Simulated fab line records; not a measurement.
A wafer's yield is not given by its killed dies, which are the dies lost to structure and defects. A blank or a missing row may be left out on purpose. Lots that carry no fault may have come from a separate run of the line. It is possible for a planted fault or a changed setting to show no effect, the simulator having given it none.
The tool behind it: which one? / flow berkeley_cmos170 / route of 331 steps, sampled at 1 step: 6 lots, 18 wafers

WHAT THE GAUGES SHOWED, per wafer
UCB170_NWELL_THK_MEAS_05.
lot=L207; measured=day 3 07:01; on=film_metro-03; NWELL_NITRIDE_THK (nm)=224.3 226.1 224.8
lot=L217; measured=day 4 13:16; on=film_metro-01; NWELL_NITRIDE_THK (nm)=224.5 226.5 225.6
lot=L220; measured=day 5 12:55; on=film_metro-03; NWELL_NITRIDE_THK (nm)=221.0 219.6 219.4
lot=L222; measured=day 5 21:58; on=film_metro-03; NWELL_NITRIDE_THK (nm)=224.4 221.8 224.0
lot=L224; measured=day 6 08:42; on=film_metro-01; NWELL_NITRIDE_THK (nm)=219.4 217.3 221.1
lot=L228; measured=day 7 00:04; on=film_metro-03; NWELL_NITRIDE_THK (nm)=222.6 222.3 222.4

WHICH TOOL RAN EACH LOT (tool, then ch and the chambers of the sampled wafers, then the start)
Record: no process step prior to these readings.

THE ANSWER, worked out from the rows above alone
Rule: what is usual is taken from the lots themselves. Put in order of their means at a reading, lots are off if they are a third of the lots or fewer, leave a main group of 4 or more, and stand apart from it by a gap of 3 or more times the standard deviation of the main group's means; of several such gaps the widest counts. A main group whose means are all the same, to the digits that the tables above print for the reading, isn't used. Also off: a lot with no number at a reading for which 4 or more lots have one. All remaining lots with rows at the step are treated as sound.
Across all readings shown, no lot is off: no conclusion can be drawn from this.

WHAT THE SIMULATOR HAD PUT IN
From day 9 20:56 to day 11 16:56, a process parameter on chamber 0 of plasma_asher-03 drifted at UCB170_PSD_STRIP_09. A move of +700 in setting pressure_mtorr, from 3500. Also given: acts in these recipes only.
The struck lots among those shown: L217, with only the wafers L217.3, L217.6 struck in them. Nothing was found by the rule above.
